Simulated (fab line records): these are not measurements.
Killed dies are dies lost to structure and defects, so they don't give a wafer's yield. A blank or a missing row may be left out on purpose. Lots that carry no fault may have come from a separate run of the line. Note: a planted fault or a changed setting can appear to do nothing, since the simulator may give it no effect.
fab line records	flow ritCmos
record lots=6	wafers=18	lastDay=8
route steps=202 shown ACTIVE@11 FOX1@20 FOX2@23 NWELL@28 PWELL@39 WELLDRIVE@50 SILICIDE@161 M1@202
lots that met no fault: taken from a fault-free run of the same line
startH: hours from the record's opening day to when the first of the lot's shown wafers began	waitH: how many hours have passed since the lot's step before this one	" same as the row above	L1.1+2: a row that stands for several wafers	- no value, or no start given	* or withheld: withheld	< > ~ a bound
route shown NAME@n: names a module that has steps shown in the file, with the first one's number in the route	usual: mean and standard deviation over wafers with no fault	same: alike in all rows	chamber/n: place in a boat	sites: the reading at each site	_std_site: how widely they spread, as a standard deviation	_edge_site: inner sites' mean taken away from outer sites' mean	radiusMm: how far each site lies from the wafer's centre	mask NAME#n: copy n	behind: the last tool/chamber to shape the wafer	hold: why the lot went on hold/how many hours it stayed there/how the hold came to an end	device: the n, p or np transistor that did not switch	end of line: tests run on the same wafers once the route is complete	where a step has no rows: the recipe by itself	killed: the dies lost at the first sort to structure and to defects; this is not the yield of the wafer	map: per-die view of a wafer (x killed, . not killed, _ where there is no die)
set.NAME: the setting as run; set.NAME@STEP: as run at that earlier step	model.NAME: the simulator's own value behind a step, which no gauge read
certain route steps with their lots: each step a table, each wafer a row
services: the hour from which a tool's chamber was out of use, counted from the record's first day as startH (under 0 if before that day), plus the number of hours and why
## steps
# step RIT_ACTIVE_DEVELOP_10
# recipe resist=NOVOLAK	developTimeS=50	devTempC=23
# step RIT_ACTIVE_CD_MEAS_11
# recipe targetCdNm=1400
# usual cdNm=1399.9/2.2
lot.wafer	tool	chamber	startH	waitH	cdNm
L296.3	cdSem-02	-	24.48	-	1397.9
L296.4	"	-	"	"	1397.3
L296.5	"	-	"	"	1399.8
L298.1	cdSem-01	-	34.57	-	1400.1
L298.4	"	-	"	"	1400.6
L298.6	"	-	"	"	1400.0
L306.1	cdSem-01	-	74.70	-	1401.2
L306.3	"	-	"	"	1403.4
L306.5	"	-	"	"	1401.1
L307.2	cdSem-01	-	79.58	-	1396.9
L307.5	"	-	"	"	1396.0
L307.6	"	-	"	"	1396.0
L309.2	cdSem-01	-	89.58	-	1401.2
L309.3	"	-	"	"	1399.9
L309.4	"	-	"	"	1401.1
L317.4	cdSem-01	-	130.34	-	1402.0
L317.5	"	-	"	"	1399.7
L317.6	"	-	"	"	1402.0
# step RIT_ACTIVE_HARDBAKE_12
# recipe resist=NOVOLAK	tempC=139.1	timeS=60
# step RIT_ACTIVE_ETCH_13
# recipe stopOn=SiO2	chemistry=SF6	target=Si3N4	timeS=210	overEtchFrac=0.4	SF6_flow_sccm=200	pressureMtorr=260	rfW=125	targetDepthA=2100
# usual drypumpMotorCurrentA=6.0/0.46	oesProductAu=0.824/0.011	throttleValvePct=7.48/0.13
# same timeS=210
lot.wafer	tool	chamber	startH	waitH	drypumpMotorCurrentA	oesProductAu	rfHoursCounterH	throttleValvePct
L296.3	rieDiel-03	2	24.71	0.1	5.1	0.833	171	7.25
L296.4	"	3	"	"	5.8	0.820	8	7.39
L296.5	"	1	"	"	5.9	0.817	-	7.30
L298.1	rieDiel-04	0	34.84	0.1	5.5	0.812	3	7.39
L298.4	"	1	"	"	5.9	0.808	164	7.53
L298.6	"	0	"	"	5.5	0.813	-	7.40
L306.1	rieDiel-04	0	74.97	0.1	5.5	0.805	3	7.40
L306.3	"	2	"	"	6.4	0.795	4	7.72
L306.5	"	2	"	"	6.4	0.799	-	7.72
L307.2	rieDiel-03	3	79.83	0.1	5.8	0.825	9	7.40
L307.5	"	3	"	"	5.8	0.813	-	7.37
L307.6	"	0	"	"	5.3	0.830	-	7.55
L309.2	rieDiel-03	0	89.83	0.1	5.3	0.822	11	7.54
L309.3	"	2	"	"	5.1	0.829	1	7.26
L309.4	"	1	"	"	5.9	0.801	145	7.30
L317.4	rieDiel-03	2	130.55	0.1	5.1	0.839	1	7.26
L317.5	"	2	"	"	5.1	0.836	-	7.26
L317.6	"	1	"	"	5.9	0.824	-	7.30
# step RIT_ACTIVE_STRIP_14
# recipe chemistry=O2	timeS=180	resist=NOVOLAK	platenTempC=withheld	powerW=500	pressureMtorr=4000	o2FlowSccm=4000
# usual drypumpMotorCurrentA=5.8/0.49
# same timeS=180
lot.wafer	tool	chamber	startH	waitH	drypumpMotorCurrentA	rfHoursCounterH
L296.3	plasmaAsher-03	1	24.90	0.1	5.1	-
L296.4	"	0	"	"	5.7	-
L296.5	"	1	"	"	5.1	-
L298.1	plasmaAsher-04	1	34.97	0.1	5.2	45
L298.4	"	1	"	"	5.3	-
L298.6	"	1	"	"	5.2	-
L306.1	plasmaAsher-04	0	75.10	0.1	6.7	49
L306.3	"	1	"	"	5.2	-
L306.5	"	1	"	"	5.2	-
L307.2	plasmaAsher-01	1	79.97	0.1	6.3	48
L307.5	"	1	"	"	6.3	-
L307.6	"	0	"	"	5.7	-
L309.2	plasmaAsher-01	0	89.97	0.1	5.7	50
L309.3	"	0	"	"	5.8	-
L309.4	"	1	"	"	6.3	-
L317.4	plasmaAsher-04	0	130.74	0.1	6.7	-
L317.5	"	1	"	"	5.2	-
L317.6	"	0	"	"	6.6	-
# step RIT_ACTIVE_CD_MEAS_90
# recipe targetCdNm=1400
# usual cdNm=1399.9/2.2
lot.wafer	tool	chamber	startH	waitH	cdNm
L296.3	cdSem-02	-	25.06	0.1	1398.3
L296.4	"	-	"	"	1397.2
L296.5	"	-	"	"	1399.7
L298.1	cdSem-02	-	35.15	0.1	1400.5
L298.4	"	-	"	"	1399.9
L298.6	"	-	"	"	1399.8
L306.1	cdSem-02	-	75.28	0.1	1401.1
L306.3	"	-	"	"	1403.8
L306.5	"	-	"	"	1400.9
L307.2	cdSem-01	-	80.16	0.1	1396.8
L307.5	"	-	"	"	1395.8
L307.6	"	-	"	"	1395.9
L309.2	cdSem-02	-	90.16	0.1	1401.0
L309.3	"	-	"	"	1400.0
L309.4	"	-	"	"	1401.3
L317.4	cdSem-02	-	130.92	0.1	1402.0
L317.5	"	-	"	"	1399.8
L317.6	"	-	"	"	1402.1
# step RIT_ACTIVE_CLEAN_15
# recipe chemistry=SC1	mix=3:3:50	timeS=600	tempC=75
# step RIT_ACTIVE_CLEAN_16
# recipe chemistry=dHF	dilution=50:1	timeS=29.33
# step RIT_ACTIVE_CLEAN_17
# recipe chemistry=SC2	mix=3:3:50	timeS=600	tempC=75	dry=n2Spin
# step RIT_FOX1_OXIDATION_00
# recipe tempC=1100	ambient=H2O	targetThkA=3507	pH2oTorr=720	oxTimeS=1130
# step RIT_FOX1_THK_MEAS_01
# recipe reads=SiO2_of_FOX1_OXIDATION_00
# usual FOX1_OXIDE_THK=349/7.8
lot.wafer	tool	chamber	startH	waitH	FOX1_OXIDE_THK[nm]
L296.3	filmMetro-03	-	27.67	0.0	347
L296.4	"	-	"	"	356
L296.5	"	-	"	"	346
L298.1	filmMetro-03	-	36.95	0.0	361
L298.4	"	-	"	"	356
L298.6	"	-	"	"	365
L306.1	filmMetro-01	-	77.43	0.0	339
L306.3	"	-	"	"	345
L306.5	"	-	"	"	350
L307.2	filmMetro-01	-	82.09	0.0	342
L307.5	"	-	"	"	339
L307.6	"	-	"	"	337
L309.2	filmMetro-03	-	93.38	0.0	360
L309.3	"	-	"	"	354
L309.4	"	-	"	"	357
L317.4	filmMetro-02	-	135.18	0.0	357
L317.5	"	-	"	"	371
L317.6	"	-	"	"	361
# step RIT_FOX1_WET_ETCH_02
# recipe chemistry=BOE	targetDepthNm=350	timeS=390	tempC=21.5	dry=n2Spin	dilution=10:1	target=SiO2
# step RIT_FOX2_OXIDATION_00
# recipe tempC=1100	ambient=H2O	targetThkA=3507	pH2oTorr=720	oxTimeS=1130
# usual spikeTcCentreC=1101.6/1.2	spikeTcLoadC=1125.6/1.5	spikeTcSourceC=1126.4/1.2	tubeCenterTempC=1100/0.1	tube_center_temp_C_max=1102.8/0.45
lot.wafer	tool	chamber	startH	waitH	spikeTcCentreC	spikeTcLoadC	spikeTcSourceC	tubeCenterTempC	tube_center_temp_C_max	model.SiO2_of_FOX2_OXIDATION_00.thkNm
L296.3	furnace-02	0	27.82	0.0	1101.7	1124.3	1124.6	1099.9	1102.6	348.3
L296.4	"	0	"	"	1101.1	1125.4	1126.6	1100.1	1102.0	345.6
L296.5	"	0	"	"	1101.1	1124.1	1126.0	1100	1101.9	346.6
L298.1	furnace-02	0	38.13	1.0	1102.2	1124.0	1127.6	1100	1102.7	348.4
L298.4	"	0	"	"	1102.2	1124.8	1124.3	1100.1	1102.8	348.2
L298.6	"	0	"	"	1100.2	1123.6	1124.5	1100	1103.3	346.3
L306.1	furnace-03	0	78.21	0.6	1103.1	1126.2	1126.5	1100	1102.0	357.6
L306.3	"	0	"	"	1102.4	1128.5	1127.4	1099.8	1102.8	365.1
L306.5	"	0	"	"	1101.2	1127.1	1128.1	1100.1	1104.1	362.1
L307.2	furnace-02	0	83.15	0.9	1111.2	1132.9	1134.6	1109.2	1112.8	360.6
L307.5	"	0	"	"	1111.3	1134.9	1134.5	1109.3	1112.5	359.6
L307.6	"	0	"	"	1112.3	1134.9	1137.7	1109.4	1112.7	360.9
L309.2	furnace-02	0	93.55	0.0	1110.2	1133.7	1136.0	1109.4	1112.2	359
L309.3	"	0	"	"	1108.8	1134.6	1135.2	1109.4	1112.2	360
L309.4	"	0	"	"	1109.9	1134.9	1135.3	1109.4	1112.6	354.5
L317.4	furnace-03	0	136.60	1.3	1100.9	1127.2	1127.7	1100	1102.8	348.3
L317.5	"	0	"	"	1101.0	1126.1	1128.8	1100.2	1104.0	352.9
L317.6	"	0	"	"	1103.8	1127.7	1129.1	1099.9	1102.5	350.1
# step RIT_FOX2_THK_MEAS_01
# recipe reads=SiO2_of_FOX2_OXIDATION_00
# usual FOX2_OXIDE_THK=350/6.3
lot.wafer	tool	chamber	startH	waitH	FOX2_OXIDE_THK[nm]
L296.3	filmMetro-02	-	29.16	0.0	348
L296.4	"	-	"	"	346
L296.5	"	-	"	"	347
L298.1	filmMetro-02	-	39.44	0.0	348
L298.4	"	-	"	"	348
L298.6	"	-	"	"	346
L306.1	filmMetro-02	-	79.52	0.0	358
L306.3	"	-	"	"	365
L306.5	"	-	"	"	362
L307.2	filmMetro-02	-	84.48	0.0	361
L307.5	"	-	"	"	360
L307.6	"	-	"	"	361
L309.2	filmMetro-03	-	94.88	0.0	359
L309.3	"	-	"	"	360
L309.4	"	-	"	"	355
L317.4	filmMetro-02	-	137.94	0.0	348
L317.5	"	-	"	"	353
L317.6	"	-	"	"	350
# step RIT_FOX2_CLEAN_02
# recipe chemistry=dHF	dilution=50:1	timeS=180
# step RIT_FOX2_WET_ETCH_03
# recipe chemistry=H3PO4	target=Si3N4	targetDepthNm=195	tempC=165	timeS=2700
# step RIT_FOX2_THK_MEAS_90
# recipe reads=SiO2_of_FOX2_OXIDATION_00
# usual FIELD_OXIDE_LEFT_1_THK=322/6.4
lot.wafer	tool	chamber	startH	waitH	FIELD_OXIDE_LEFT_1_THK[nm]
L296.3	filmMetro-04	-	30.03	0.0	321
L296.4	"	-	"	"	318
L296.5	"	-	"	"	319
L298.1	filmMetro-04	-	40.32	0.0	321
L298.4	"	-	"	"	321
L298.6	"	-	"	"	319
L306.1	filmMetro-04	-	80.41	0.0	330
L306.3	"	-	"	"	338
L306.5	"	-	"	"	335
L307.2	filmMetro-04	-	85.35	0.0	333
L307.5	"	-	"	"	332
L307.6	"	-	"	"	334
L309.2	filmMetro-02	-	95.82	0.0	331
L309.3	"	-	"	"	332
L309.4	"	-	"	"	327
L317.4	filmMetro-04	-	138.82	0.0	321
L317.5	"	-	"	"	326
L317.6	"	-	"	"	323
# step RIT_NWELL_HMDS_00
# recipe primeTimeS=60	primeTempC=140
# step RIT_NWELL_COAT_01
# recipe resist=NOVOLAK	spinRpm=2000	resistThkNm=1300
# step RIT_NWELL_SOFTBAKE_02
# recipe resist=NOVOLAK	tempC=90	timeS=60
# step RIT_NWELL_EXPOSE_03
# recipe maskId=M2	na=0.57	targetCdNm=43900	doseMj=250
# step RIT_NWELL_PEB_04
# recipe resist=NOVOLAK	tempC=withheld	timeS=withheld
# step RIT_NWELL_DEVELOP_05
# recipe resist=NOVOLAK	developTimeS=68	devTempC=23
# step RIT_NWELL_OVL_MEAS_06
# usual NWELL_OVL=0.8/1.3
lot.wafer	tool	chamber	startH	waitH	NWELL_OVL[nm]
L296.3	overlay-02	-	32.60	-	-0.4
L296.4	"	-	"	"	0.6
L296.5	"	-	"	"	0.5
L298.1	overlay-02	-	41.30	-	2.3
L298.4	"	-	"	"	1.1
L298.6	"	-	"	"	2.7
L306.1	overlay-02	-	81.35	-	1.1
L306.3	"	-	"	"	1.1
L306.5	"	-	"	"	0.5
L307.2	overlay-02	-	86.29	-	0.4
L307.5	"	-	"	"	0.8
L307.6	"	-	"	"	0.8
L309.2	overlay-02	-	96.97	-	0.0
L309.3	"	-	"	"	0.9
L309.4	"	-	"	"	1.6
L317.4	overlay-02	-	139.75	-	0.4
L317.5	"	-	"	"	-1.1
L317.6	"	-	"	"	-0.3
# step RIT_NWELL_HARDBAKE_07
# recipe resist=NOVOLAK	tempC=140	timeS=120
# step RIT_NWELL_IMPLANT_08
# recipe species=P	energyKev=168.7	doseCm2=5e+13	tiltDeg=7
# step RIT_NWELL_STRIP_09
# recipe chemistry=O2	timeS=180	resist=NOVOLAK	platenTempC=withheld	powerW=500	pressureMtorr=4000	o2FlowSccm=4000
# usual drypumpMotorCurrentA=6.0/0.51
# same timeS=180
lot.wafer	tool	chamber	startH	waitH	drypumpMotorCurrentA	rfHoursCounterH
L296.3	plasmaAsher-04	0	33.22	0.1	6.6	-
L296.4	"	1	"	"	5.2	-
L296.5	"	1	"	"	5.2	-
L298.1	plasmaAsher-02	0	41.74	0.1	5.4	23
L298.4	"	0	"	"	5.4	-
L298.6	"	0	"	"	5.4	-
L306.1	plasmaAsher-02	1	81.78	0.1	6.5	27
L306.3	"	1	"	"	6.5	-
L306.5	"	0	"	"	5.4	-
L307.2	plasmaAsher-01	1	86.72	0.1	6.3	49
L307.5	"	0	"	"	5.7	-
L307.6	"	1	"	"	6.3	-
L309.2	plasmaAsher-04	1	97.40	0.1	5.2	52
L309.3	"	0	"	"	6.7	-
L309.4	"	1	"	"	5.2	-
L317.4	plasmaAsher-01	1	140.23	0.1	6.3	-
L317.5	"	1	"	"	6.3	-
L317.6	"	0	"	"	5.7	-
# step RIT_NWELL_TW_MEAS_10
# usual NWELL_TW=2136/29
lot.wafer	tool	chamber	startH	waitH	NWELL_TW
L296.3	filmMetro-02	-	33.35	0.1	2132
L296.4	"	-	"	"	2121
L296.5	"	-	"	"	2130
L298.1	filmMetro-02	-	41.92	0.1	2121
L298.4	"	-	"	"	2132
L298.6	"	-	"	"	2124
L306.1	filmMetro-04	-	81.96	0.1	2113
L306.3	"	-	"	"	2110
L306.5	"	-	"	"	2105
L307.2	filmMetro-01	-	86.91	0.1	2174
L307.5	"	-	"	"	2180
L307.6	"	-	"	"	2174
L309.2	filmMetro-04	-	97.58	0.1	2125
L309.3	"	-	"	"	2117
L309.4	"	-	"	"	2125
L317.4	filmMetro-02	-	140.37	0.1	2102
L317.5	"	-	"	"	2097
L317.6	"	-	"	"	2108
# step RIT_PWELL_HMDS_00
# recipe primeTimeS=60	primeTempC=140
# step RIT_PWELL_COAT_01
# recipe resist=NOVOLAK	spinRpm=2000	resistThkNm=1300
# step RIT_PWELL_SOFTBAKE_02
# recipe resist=NOVOLAK	tempC=90	timeS=60
# step RIT_PWELL_EXPOSE_03
# recipe maskId=M3	na=0.57	targetCdNm=43700	doseMj=250
# step RIT_PWELL_PEB_04
# recipe resist=NOVOLAK	tempC=withheld	timeS=withheld
# step RIT_PWELL_DEVELOP_05
# recipe resist=NOVOLAK	developTimeS=68	devTempC=23
# step RIT_PWELL_OVL_MEAS_06
# usual PWELL_OVL=0.2/1.4
lot.wafer	tool	chamber	startH	waitH	PWELL_OVL[nm]
L296.3	overlay-02	-	34.33	-	-1.5
L296.4	"	-	"	"	-0.6
L296.5	"	-	"	"	-0.8
L298.1	overlay-02	-	43.08	-	0.8
L298.4	"	-	"	"	-1.2
L298.6	"	-	"	"	-1.6
L306.1	overlay-02	-	82.90	-	-1.1
L306.3	"	-	"	"	0.5
L306.5	"	-	"	"	-1.5
L307.2	overlay-01	-	87.97	-	-1.4
L307.5	"	-	"	"	-0.8
L307.6	"	-	"	"	-0.2
L309.2	overlay-01	-	98.65	-	2.0
L309.3	"	-	"	"	3.3
L309.4	"	-	"	"	2.8
L317.4	overlay-02	-	141.40	-	0.8
L317.5	"	-	"	"	0.6
L317.6	"	-	"	"	0.0
# step RIT_PWELL_HARDBAKE_07
# recipe resist=NOVOLAK	tempC=140	timeS=120
# step RIT_PWELL_IMPLANT_08
# recipe species=B	energyKev=170	doseCm2=7e+13	tiltDeg=7
# step RIT_PWELL_STRIP_09
# recipe chemistry=O2	timeS=180	resist=NOVOLAK	platenTempC=withheld	powerW=500	pressureMtorr=4000	o2FlowSccm=4000
# usual drypumpMotorCurrentA=5.8/0.48
# same timeS=180
lot.wafer	tool	chamber	startH	waitH	drypumpMotorCurrentA	rfHoursCounterH
L296.3	plasmaAsher-03	0	34.81	0.1	5.7	-
L296.4	"	1	"	"	5.1	-
L296.5	"	0	"	"	5.7	-
L298.1	plasmaAsher-02	1	43.51	0.1	6.5	23
L298.4	"	0	"	"	5.4	-
L298.6	"	0	"	"	5.4	-
L306.1	plasmaAsher-02	1	83.33	0.1	6.5	27
L306.3	"	1	"	"	6.5	-
L306.5	"	1	"	"	6.5	-
L307.2	plasmaAsher-02	1	88.40	0.1	6.5	28
L307.5	"	0	"	"	5.4	-
L307.6	"	1	"	"	6.5	-
L309.2	plasmaAsher-02	1	99.08	0.1	6.5	29
L309.3	"	1	"	"	6.5	-
L309.4	"	0	"	"	5.4	-
L317.4	plasmaAsher-01	1	141.87	0.1	6.3	-
L317.5	"	0	"	"	5.8	-
L317.6	"	1	"	"	6.3	-
# step RIT_PWELL_TW_MEAS_10
# usual PWELL_TW=947/11
lot.wafer	tool	chamber	startH	waitH	PWELL_TW
L296.3	filmMetro-04	-	34.94	0.1	941
L296.4	"	-	"	"	939
L296.5	"	-	"	"	937
L298.1	filmMetro-04	-	43.69	0.1	942
L298.4	"	-	"	"	943
L298.6	"	-	"	"	937
L306.1	filmMetro-02	-	83.51	0.1	941
L306.3	"	-	"	"	935
L306.5	"	-	"	"	936
L307.2	filmMetro-01	-	88.58	0.1	961
L307.5	"	-	"	"	957
L307.6	"	-	"	"	967
L309.2	filmMetro-01	-	99.26	0.1	960
L309.3	"	-	"	"	960
L309.4	"	-	"	"	963
L317.4	filmMetro-02	-	142.02	0.1	940
L317.5	"	-	"	"	935
L317.6	"	-	"	"	931
# step RIT_WELLDRIVE_ANNEAL_00
# recipe tempC=1100	timeS=14700	ambient=N2
# step RIT_WELLDRIVE_RS_MEAS_01
# recipe thkMeasGauge=four-point-probe
# usual NWELL_RS=275.4/0.67
lot.wafer	tool	chamber	startH	waitH	NWELL_RS[ohm/sq]
L296.3	filmMetro-02	-	40.11	0.0	275.7
L296.4	"	-	"	"	275.8
L296.5	"	-	"	"	275.7
L298.1	filmMetro-04	-	48.83	0.0	275.5
L298.4	"	-	"	"	275.0
L298.6	"	-	"	"	274.8
L306.1	filmMetro-04	-	88.72	0.0	276.2
L306.3	"	-	"	"	274.7
L306.5	"	-	"	"	275.0
L307.2	filmMetro-04	-	93.83	0.0	275.1
L307.5	"	-	"	"	275.9
L307.6	"	-	"	"	275.6
L309.2	filmMetro-01	-	105.02	0.0	275.6
L309.3	"	-	"	"	275.8
L309.4	"	-	"	"	276.3
L317.4	filmMetro-04	-	150.43	0.1	275.0
L317.5	"	-	"	"	274.5
L317.6	"	-	"	"	274.5
# step RIT_WELLDRIVE_RS_MEAS_02
# recipe thkMeasGauge=four-point-probe
# usual PWELL_RS=429.7/1.1
lot.wafer	tool	chamber	startH	waitH	PWELL_RS[ohm/sq]
L296.3	filmMetro-02	-	40.23	0.1	429.2
L296.4	"	-	"	"	430.2
L296.5	"	-	"	"	429.6
L298.1	filmMetro-04	-	48.95	0.1	431.6
L298.4	"	-	"	"	431.7
L298.6	"	-	"	"	431.7
L306.1	filmMetro-04	-	88.84	0.1	430.0
L306.3	"	-	"	"	431.0
L306.5	"	-	"	"	431.2
L307.2	filmMetro-04	-	93.95	0.1	430.5
L307.5	"	-	"	"	429.6
L307.6	"	-	"	"	429.3
L309.2	filmMetro-01	-	105.14	0.1	428.9
L309.3	"	-	"	"	429.8
L309.4	"	-	"	"	429.2
L317.4	filmMetro-04	-	150.55	0.1	431.5
L317.5	"	-	"	"	431.2
L317.6	"	-	"	"	429.5
# step RIT_SILICIDE_WET_ETCH_00
# recipe chemistry=BOE	target=SiO2	targetDepthNm=14	timeS=15	dry=n2Spin	dilution=10:1	tempC=21.5
# usual bathHeatDutyPct=1.8/0.42
# same timeS=15
lot.wafer	tool	chamber	startH	waitH	bathHeatDutyPct	model.SiO2_of_FOX2_OXIDATION_00.thkNm
L296.3	wetBench-03	3	62.81	0.1	1.9	148.7
L296.4	"	3	"	"	0.9	145.9
L296.5	"	3	"	"	1.0	147.6
L298.1	wetBench-04	1	70.96	0.1	1.7	148.3
L298.4	"	1	"	"	2.0	149
L298.6	"	1	"	"	1.8	148.2
L306.1	wetBench-04	3	109.60	0.1	1.6	158.6
L306.3	"	3	"	"	0.5	163.3
L306.5	"	3	"	"	1.0	160
L307.2	wetBench-03	0	116.23	0.1	2.0	159.8
L307.5	"	0	"	"	1.5	158.6
L307.6	"	0	"	"	1.2	160.6
L309.2	wetBench-03	2	129.95	0.1	1.2	157.4
L309.3	"	2	"	"	0.9	159.6
L309.4	"	2	"	"	1.8	154.4
L317.4	wetBench-02	3	175.79	0.0	2.0	148.4
L317.5	"	3	"	"	1.3	155
L317.6	"	3	"	"	1.2	151.4
# step RIT_M1_PROBE_99
# usual killedAtContacts=0.1/0.3	killedAtFrontEnd=6.5/2.9	killedDies=6.6/3	killedOpen=3.3/2	killedShort=3.3/1.9
# same grossDies=264	killed_at_M0_to_M3=0	killed_at_M4_up=0	killedAtBackSide=0	killedAtOther=0
lot.wafer	tool	chamber	startH	waitH	killedAtContacts	killedAtFrontEnd	killedDies	killedOpen	killedShort	model.etest.fieldN.vtV
L296.3	prober-01	-	70.58	0.2	0	7	7	2	5	34.66
L296.4	prober-01	-	70.63	0.2	0	4	4	2	2	34.27
L296.5	prober-01	-	70.68	0.2	0	7	7	2	5	34.45
L298.1	prober-01	-	79.05	0.1	0	3	3	2	1	34.23
L298.4	prober-01	-	79.20	0.2	0	5	5	0	5	34.14
L298.6	prober-01	-	79.30	0.2	0	3	3	1	2	33.84
L306.1	prober-01	-	116.38	0.1	0	7	7	7	0	35.69
L306.3	prober-01	-	116.48	0.2	0	12	12	5	7	36.46
L306.5	prober-01	-	116.58	0.2	0	3	3	1	2	36.2
L307.2	prober-02	-	123.21	0.1	0	4	4	4	0	35.89
L307.5	prober-02	-	123.36	0.2	0	8	8	6	2	35.73
L307.6	prober-02	-	123.41	0.2	0	2	2	1	1	35.95
L309.2	prober-02	-	136.77	0.1	1	4	5	5	0	35.59
L309.3	prober-02	-	136.82	0.2	0	1	1	0	1	35.76
L309.4	prober-02	-	136.87	0.2	1	13	14	7	7	35.05
L317.4	prober-02	-	184.26	0.2	0	5	5	3	2	34.5
L317.5	prober-02	-	184.31	0.2	0	8	8	3	5	35.13
L317.6	prober-02	-	184.36	0.2	0	4	4	1	3	34.8
# killed by level:class
L296.3 SPACER:geometricParticle:short=3 GATE:geometricParticle:short=2 FOX1:geometricParticle:open=1 GATE:geometricParticle:open=1
L296.4 FOX1:geometricParticle:short=1 FOX1:geometricParticle:open=1 REOX:geometricParticle:open=1 SILICIDE:geometricParticle:short=1
L296.5 GATE:geometricParticle:short=3 FOX1:geometricParticle:short=1 REOX:geometricParticle:open=1 SPACER:geometricParticle:open=1 SILICIDE:geometricParticle:short=1
L298.1 SILICIDE:geometricParticle:open=2 GATE:geometricParticle:short=1
L298.4 GATE:geometricParticle:short=2 FOX1:geometricParticle:short=1 REOX:geometricParticle:short=1 SPACER:geometricParticle:short=1
L298.6 GATE:geometricParticle:short=2 GATE:geometricParticle:open=1
L306.1 FOX1:geometricParticle:open=3 GATE:geometricParticle:open=3 REOX:geometricParticle:open=1
L306.3 FOX2:geometricParticle:open=2 GATE:geometricParticle:short=2 GATE:geometricParticle:open=2 REOX:geometricParticle:short=2 SPACER:geometricParticle:short=2 SILICIDE:geometricParticle:short=1 SILICIDE:geometricParticle:open=1
L306.5 FOX2:geometricParticle:open=1 FOX2:geometricParticle:short=1 GATE:geometricParticle:short=1
L307.2 GATE:geometricParticle:open=2 REOX:geometricParticle:open=1 SPACER:geometricParticle:open=1
L307.5 GATE:geometricParticle:open=3 FOX1:geometricParticle:short=1 FOX1:geometricParticle:open=1 GATE:geometricParticle:short=1 REOX:geometricParticle:open=1 SILICIDE:geometricParticle:open=1
L307.6 GATE:geometricParticle:short=1 SPACER:geometricParticle:open=1
L309.2 REOX:geometricParticle:open=2 FOX2:geometricParticle:open=1 GATE:geometricParticle:open=1 CONTACT:geometricParticle:open=1
L309.3 FOX1:geometricParticle:short=1
L309.4 GATE:geometricParticle:open=3 FOX1:geometricParticle:short=2 GATE:geometricParticle:short=2 REOX:geometricParticle:open=2 REOX:geometricParticle:short=2 SPACER:geometricParticle:short=1 SILICIDE:geometricParticle:open=1 CONTACT:geometricParticle:open=1
L317.4 GATE:geometricParticle:short=2 GATE:geometricParticle:open=2 REOX:geometricParticle:open=1
L317.5 FOX1:geometricParticle:short=2 FOX1:geometricParticle:open=2 GATE:geometricParticle:short=2 SPACER:geometricParticle:open=1 SPACER:geometricParticle:short=1
L317.6 GATE:geometricParticle:short=3 SPACER:geometricParticle:open=1
## services
tool	chamber	startH	hours	kind
rieDiel-03	-	8.01	1.2	repair
rieDiel-04	0	9.64	9.7	repair
furnace-03	-	27.02	3.2	pm
rieDiel-03	2	39.61	-	clean
rieDiel-03	2	39.61	23.6	scheduledDown
rieDiel-03	2	39.61	23.6	ventCycle
wetBench-04	-	43.60	3.0	repair
rieDiel-04	-	67.33	4.4	repair
rieDiel-04	1	74.43	-	clean
rieDiel-04	1	74.43	15.8	scheduledDown
rieDiel-04	1	74.43	15.8	ventCycle
furnace-02	-	76.75	4.0	pm
rieDiel-03	3	97.68	2.4	repair
plasmaAsher-04	-	108.75	9.0	pm
plasmaAsher-04	0	108.75	9.0	ventCycle
plasmaAsher-04	1	108.75	9.0	ventCycle
rieDiel-03	3	110.18	6.8	repair
plasmaAsher-04	0	117.75	-	clean
plasmaAsher-04	1	117.75	-	clean
rieDiel-03	-	125.75	2.8	pm
rieDiel-04	0	155.56	5.7	repair
rieDiel-04	0	167.59	5.1	repair
rieDiel-03	1	174.50	-	clean
## key
firstSign step=RIT_FOX2_OXIDATION_00	reading=tubeCenterTempC	direction=up	sigmas=85	usual=*	struck=*
effect step=RIT_FOX2_OXIDATION_00	reading=tube_center_temp_C_max	direction=up	sigmas=21	usual=*	struck=*
effect step=RIT_FOX2_THK_MEAS_01	reading=FOX2_OXIDE_THK	direction=up	sigmas=1.5	usual=350	struck=359
effect step=RIT_FOX2_THK_MEAS_90	reading=FIELD_OXIDE_LEFT_1_THK	direction=up	sigmas=1.5	usual=322	struck=332
modelEffect step=RIT_FOX2_OXIDATION_00	value=SiO2_of_FOX2_OXIDATION_00.thkNm	without=344.4	struck=359.1
modelEffect step=RIT_SILICIDE_WET_ETCH_00	value=SiO2_of_FOX2_OXIDATION_00.thkNm	without=143.7	struck=158.4
modelEffect step=RIT_M1_PROBE_99	value=etest.fieldN.vtV	without=33.68	struck=35.66
metAt RIT_FOX2_OXIDATION_00
struckWafers L307.2,L307.5,L307.6,L309.2,L309.3,L309.4
testerLeftOut L307,L309
onsetBetween 38.13 83.15
fault kind=processParameterDrift	tool=furnace-02	chamber=-	onsetH=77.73	steps=RIT_FOX2_OXIDATION_00	channel=tempC	offset=*	shape=step	endH=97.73	actsIn=*	stated=*
# testerLeftOut: of these lots the tester's yield and bins aren't shown, on N5 and GAA mostly nor the transistor test; their killed dies are dies lost to structure and defects alone, not to doping, threshold or leakage, so they don't give the yield
